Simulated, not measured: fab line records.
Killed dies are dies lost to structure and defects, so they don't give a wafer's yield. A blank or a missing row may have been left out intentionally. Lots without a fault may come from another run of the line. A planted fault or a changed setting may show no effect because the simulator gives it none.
Problem report in the 8D (eight disciplines) form, filled by code + flow berkeley cmos170 + the parts of the form that need people (team, actions taken, sign-off) are left out

== 1. THE PROBLEM ==
Mean of bias w at UCB170_M2_METAL_ETCH_18: 138.7 W across 6 wafers in 2 lots; on wafers with no fault it is 120.0 W (standard deviation 0.34). That puts it +55 standard deviations away from the usual mean.
The step: etches Al in Cl2/BCl3, stops on SiO2, target depth 1170 nm, time 195 s.
First seen on wafer L454.1, day 12 21:11, on rie metal-03. The record holds 18 wafers of 6 lots with a number at this step. The rule behind "out" and "out of limits": a value lying over 4 standard deviations away from the usual mean. The other wafers with a number count as sound.

== 2. WHAT IT IS; WHAT IT IS NOT ==
| question                    | is                     | is not                                                                      |
|-----------------------------|------------------------|-----------------------------------------------------------------------------|
| which readings at this step | bias w                 | drypump motor current A, oes product au, rf fwd power W, throttle valve pct |
| which lots                  | L454, L455             | L434, L435, L439, L442                                                      |
| which wafers of those lots  | all that have a number | -                                                                           |
| read on which tools         | rie metal-03           | rie metal-01, rie metal-04                                                  |
| when                        | from day 12 21:11      | up to then (12 sound wafers)                                                |

== 3. SUSPECTS, AND WHAT RULES EACH OUT ==
Counting: a tool stays on the suspect list if, at a process step up to the reading, it processed all lots that are out and no sound lot following the first of them.
- plasma asher-02 at UCB170_M2_STRIP_07 (strips in O2): kept. It ran every lot that is out, first L454 (day 12 19:28), and no sound lot after that; its last sound lot up to then is L439 (day 10 03:11).
- rie metal-03 at UCB170_M2_METAL_ETCH_18 (etches Al in Cl2/BCl3, stops on SiO2, target depth 1170 nm, time 195 s): kept. It ran every lot that is out, first L454 (day 12 21:11), and no sound lot after that; its last sound lot up to then is L442 (day 10 13:34). Out on those wafers are its own readings of bias w.
After counting, plasma asher-02 at UCB170_M2_STRIP_07 and rie metal-03 at UCB170_M2_METAL_ETCH_18 remain.

== 4. THE CAUSE (what the simulator had put in) ==
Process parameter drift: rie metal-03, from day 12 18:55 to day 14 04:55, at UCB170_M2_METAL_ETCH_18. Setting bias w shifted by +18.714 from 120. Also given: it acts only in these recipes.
This tool is one of the 2 suspects left after counting.

== 5. THE CHAIN OF EFFECTS, in route order ==
One row per reading whose mean, taken over the struck wafers that have a number, lies over 3 standard deviations from the usual. Readings are gone through only where the record gives a usual standard deviation; hours: the median, over the lots, of the time from a lot's start at the first step in this table giving one to that lot's start at this step; sigmas: the change measured in usual standard deviations.
| hours | step                    | reading        | usual      | on struck wafers | change | sigmas |
|-------|-------------------------|----------------|------------|------------------|--------|--------|
| 0     | UCB170_M2_METAL_ETCH_18 | bias w         | 120.0 W    | 138.7            | +18.7  | +55    |
| 0     | UCB170_M2_STRIP_19      | oes product au | 0.554 a.u. | 0.524            | -0.030 | -3.0   |
The process steps in it:
- UCB170_M2_METAL_ETCH_18: etches Al in Cl2/BCl3, stops on SiO2, target depth 1170 nm, time 195 s.
- UCB170_M2_STRIP_19: strips in O2.
Later measuring or inspecting steps at which every struck wafer that the step has a row for has a number for every such reading, and none has moved that far: UCB170_M2_CD_MEAS_90.

== 6. WHAT WOULD HAVE CAUGHT IT SOONER ==
The fault began at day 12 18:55; the first out-of-limits reading in this record came at day 12 21:11, 2 hours later.
